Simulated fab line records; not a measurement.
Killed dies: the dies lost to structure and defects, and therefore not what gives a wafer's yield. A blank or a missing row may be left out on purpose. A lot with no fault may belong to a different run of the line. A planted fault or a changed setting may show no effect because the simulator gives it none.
Which of the tools did it? | flow berkeley-cmos170 | 6 lots, 18 wafers sampled, at 2 steps of a route of 331

== WHAT THE GAUGES SHOWED, per wafer ==
UCB170_M3_RS_MEAS_02: the measuring method here is four-point-probe.
lot  | measured     | on            | M3_AL_RS (ohm/sq)
L614 | day 9 05:31  | film-metro-01 | 0.0320 0.0314 0.0321
L617 | day 9 10:41  | film-metro-04 | 0.0323 0.0322 0.0324
L619 | day 10 00:48 | film-metro-02 | 0.0322 0.0320 0.0327
L621 | day 10 09:35 | film-metro-02 | 0.0326 0.0330 0.0328
L626 | day 11 06:14 | film-metro-01 | 0.0322 0.0321 0.0324
L634 | day 13 01:08 | film-metro-04 | 0.0321 0.0322 0.0325

== WHICH TOOL RAN EACH LOT (tool, then ch and the chambers of the sampled wafers, then the start) ==
lot  | UCB170_M3_SPUTTER_01
L614 | pvd-sputter-04, day 9 05:23
L617 | pvd-sputter-03, day 9 10:37
L619 | pvd-sputter-03, day 10 00:20
L621 | pvd-sputter-01, day 10 09:30
L626 | pvd-sputter-03, day 11 06:09
L634 | pvd-sputter-03, day 13 01:02
- UCB170_M3_SPUTTER_01: material Al, target thk 900 nm, time 120 s.

== THE ANSWER, worked out from the rows above alone ==
Rule: the usual values come from the lots themselves. The widest of any qualifying gaps counts: lots, ordered by their means at a reading, are off when they make up no more than a third of the lots, leave a main group of 4 or more, and stand apart from it by 3 or more times the standard deviation of that group's means. A main group whose means are all the same, to the digits that the tables above print for the reading, isn't used. A lot without any number at a reading at which 4 lots or more have one is off too. The other lots that the step has rows for count as sound.
No lot is off on any of the readings shown, so nothing can be concluded from this.

== WHAT THE SIMULATOR HAD PUT IN ==
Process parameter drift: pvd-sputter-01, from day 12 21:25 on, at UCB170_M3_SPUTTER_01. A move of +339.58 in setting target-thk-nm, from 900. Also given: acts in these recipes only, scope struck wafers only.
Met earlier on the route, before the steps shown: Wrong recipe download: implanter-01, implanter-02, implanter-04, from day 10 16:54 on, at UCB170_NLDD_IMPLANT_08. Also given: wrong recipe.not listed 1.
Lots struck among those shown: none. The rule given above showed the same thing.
